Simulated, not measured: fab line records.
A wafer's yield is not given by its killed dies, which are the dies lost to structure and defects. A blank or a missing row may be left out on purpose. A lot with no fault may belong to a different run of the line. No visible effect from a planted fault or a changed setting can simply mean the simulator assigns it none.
Which tool did it? -- flow berkeley-cmos170 -- 14 lots, 42 wafers sampled, at 5 steps of a route of 331

== WHAT EACH GAUGE READ, for each wafer ==
UCB170_FIELD_THK_MEAS_90. Usual: FIELD_OXIDE_LEFT_1_THK 443 nm, standard deviation 13.
lot,measured,on,FIELD_OXIDE_LEFT_1_THK (nm),flag
L372,day 4 10:09,film-metro-01,454 461 459,
L375,day 5 11:43,film-metro-03,416 417 427,
L374,day 5 11:43,film-metro-02,415 413 419,
L376,day 5 11:43,film-metro-01,444 440 445,
L377,day 5 20:26,film-metro-01,455 441 447,
L380,day 6 03:29,film-metro-02,427 425 425,
L382,day 6 17:04,film-metro-02,449 448 444,
L381,day 6 17:04,film-metro-03,460 445 454,
L383,day 6 17:04,film-metro-01,445 445 451,
L389,day 8 04:30,film-metro-02,434 442 439,
L388,day 8 04:30,film-metro-01,434 432 433,
L390,day 8 14:23,film-metro-01,435 439 445,
L391,day 8 14:25,film-metro-03,439 444 441,
L394,day 9 09:11,film-metro-03,458 445 451,

UCB170_SACOX_THK_MEAS_02. Usual: SACOX_OXIDE_THK 14.41 nm, standard deviation 0.3.
lot,measured,on,SACOX_OXIDE_THK (nm),flag
L372,day 4 14:19,film-metro-02,14.66 14.50 14.39,
L375,day 5 15:04,film-metro-04,14.26 14.39 14.17,
L374,day 5 15:04,film-metro-01,14.67 14.47 14.81,
L376,day 5 15:04,film-metro-02,14.05 14.42 14.29,
L377,day 6 00:47,film-metro-04,14.56 14.57 14.49,
L380,day 6 05:13,film-metro-04,14.80 14.94 14.80,
L382,day 6 20:37,film-metro-02,14.74 14.44 14.57,
L381,day 6 20:38,film-metro-01,14.84 14.75 14.66,
L383,day 6 20:37,film-metro-04,14.35 14.37 14.26,
L389,day 8 08:04,film-metro-01,14.31 14.17 14.20,
L388,day 8 08:04,film-metro-02,14.50 14.19 14.44,
L390,day 8 17:17,film-metro-04,14.50 14.76 14.09,
L391,day 8 17:20,film-metro-01,14.61 14.70 14.85,
L394,day 9 16:14,film-metro-04,13.52 13.67 13.85,

UCB170_PVT_TW_MEAS_09. Usual: PVT_TW 513, standard deviation 4.
lot,measured,on,PVT_TW,flag
L372,day 5 01:23,film-metro-03,510 512 509,
L375,day 6 04:02,film-metro-01,518 519 518,
L374,day 6 04:31,film-metro-01,517 519 518,
L376,day 6 03:46,film-metro-01,519 518 517,
L377,day 6 12:08,film-metro-01,519 516 517,
L380,day 6 15:44,film-metro-02,513 514 513,
L382,day 7 10:55,film-metro-01,513 513 511,
L381,day 7 11:02,film-metro-02,514 518 517,
L383,day 7 10:57,film-metro-02,518 514 515,
L389,day 8 16:25,film-metro-03,503 508 508,
L388,day 8 16:41,film-metro-01,514 510 515,
L390,day 9 10:44,film-metro-02,477 479 481 478 478 478,OFF
L391,day 9 07:44,film-metro-03,506 506 508,
L394,day 10 06:50,film-metro-03,472 472 474 473 471 473,OFF

== WHAT TOOL EACH LOT RAN ON (gives the tool, then ch and the chambers of the sampled wafers, and finally the start) ==
lot,UCB170_ACTIVE_STRIP_16,UCB170_PVT_IMPLANT_07
L372,"plasma-asher-03 ch 0,1, day 3 16:52","implanter-04 ch 0, day 5 01:06"
L375,"plasma-asher-04 ch 0,1, day 4 22:50","implanter-03 ch 0, day 6 03:47"
L374,"plasma-asher-04 ch 0,1, day 4 23:07","implanter-04 ch 0, day 6 04:16"
L376,"plasma-asher-04 ch 0,1, day 4 23:23","implanter-02 ch 0, day 6 03:31"
L377,"plasma-asher-04 ch 0,1, day 5 05:50","implanter-02 ch 0, day 6 11:54"
L380,"plasma-asher-04 ch 0,1, day 5 12:27","implanter-03 ch 0, day 6 15:29"
L382,"plasma-asher-02 ch 0,1, day 6 03:29","implanter-04 ch 0, day 7 10:40"
L381,"plasma-asher-03 ch 0,1, day 6 04:12","implanter-03 ch 0, day 7 10:47"
L383,"plasma-asher-02 ch 0,1, day 6 04:13","implanter-02 ch 0, day 7 10:42"
L389,"plasma-asher-03 ch 0,1, day 7 07:44","implanter-02 ch 0, day 8 16:11"
L388,"plasma-asher-04 ch 0,1, day 7 07:59","implanter-04 ch 0, day 8 16:26"
L390,"plasma-asher-02 ch 0,1, day 7 22:23","implanter-03 ch 0, day 9 10:29"
L391,"plasma-asher-04 ch 0,1, day 7 22:36","implanter-04 ch 0, day 9 07:31"
L394,"plasma-asher-02 ch 1, day 8 16:05","implanter-03 ch 0, day 10 06:35"
- UCB170_ACTIVE_STRIP_16: strips in O2.
- UCB170_PVT_IMPLANT_07

== WHAT THE TOOLS THEMSELVES READ (means of the sampled wafers that have a number; where no wafer has one, the mark that the record gives instead) ==
UCB170_ACTIVE_STRIP_16. Usual: drypump-motor-current-A 6.0 A, standard deviation 0.49; oes-product-au 0.721 a.u., standard deviation 0.0045; strip-time-to-endpoint-s 18.12 s, standard deviation 0.076.
lot,tool,drypump-motor-current-A (A),oes-product-au (a.u.),strip-time-to-endpoint-s (s),flag
L372,plasma-asher-03,5.7,0.717,18.07,
L375,plasma-asher-04,6.3,0.725,18.13,
L374,plasma-asher-04,6.3,0.718,18.20,
L376,plasma-asher-04,6.3,0.724,18.04,
L377,plasma-asher-04,6.3,0.725,18.25,
L380,plasma-asher-04,6.3,0.722,18.17,
L382,plasma-asher-02,5.7,0.724,18.12,
L381,plasma-asher-03,5.6,0.714,18.08,
L383,plasma-asher-02,5.9,0.722,18.14,
L389,plasma-asher-03,5.6,0.721,18.17,
L388,plasma-asher-04,6.2,0.723,17.99,
L390,plasma-asher-02,5.7,0.720,18.03,
L391,plasma-asher-04,6.3,0.719,18.08,
L394,plasma-asher-02,5.6,0.718,18.18,

UCB170_PVT_IMPLANT_07. Usual: beam-energy-keV 30.000, standard deviation 0.01; end-station-pressure-torr 5.01e-06 Torr, standard deviation 2.5e-07.
lot,tool,beam-energy-keV,end-station-pressure-torr (Torr),flag
L372,implanter-04,29.985,4.85e-06,
L375,implanter-03,29.998,5.20e-06,
L374,implanter-04,30.000,4.96e-06,
L376,implanter-02,29.996,4.79e-06,
L377,implanter-02,29.997,4.84e-06,
L380,implanter-03,29.990,5.02e-06,
L382,implanter-04,29.996,4.95e-06,
L381,implanter-03,30.000,5.15e-06,
L383,implanter-02,30.008,4.85e-06,
L389,implanter-02,30.007,5.06e-06,
L388,implanter-04,30.006,4.97e-06,
L390,implanter-03,23.132,5.18e-06,OFF
L391,implanter-04,30.007,5.08e-06,
L394,implanter-03,23.137,5.05e-06,OFF

== THE ANSWER, worked out from the rows above alone ==
Rule: take the mean of a lot's wafers that have a number; if it is more than 3 standard deviations from the usual mean, the lot is off. A lot without any number at a reading at which 4 lots or more have one is off too. The other lots that the step has rows for count as sound. Order of review: gauges by route order, followed by the tools' own readings, for which a lot's mean as printed above is used. At the first step where some lot is off, the reading lying furthest off is the one used; lots without a number count as furthest.
Off: at UCB170_PVT_TW_MEAS_09 (PVT_TW), L390, L394.
A tool fits if, at a process step before that reading, it ran every lot that is off, and no sound lot after the first of them. Not tried: the gauges at UCB170_PVT_TW_MEAS_09; whatever is off there is also off at UCB170_PVT_IMPLANT_07, on other tools, and gauge error can't account for it. Undecided on this evidence; 2 tools fit (plasma-asher-02 at UCB170_ACTIVE_STRIP_16, implanter-03 at UCB170_PVT_IMPLANT_07).

== WHAT HAD BEEN PUT IN BY THE SIMULATOR ==
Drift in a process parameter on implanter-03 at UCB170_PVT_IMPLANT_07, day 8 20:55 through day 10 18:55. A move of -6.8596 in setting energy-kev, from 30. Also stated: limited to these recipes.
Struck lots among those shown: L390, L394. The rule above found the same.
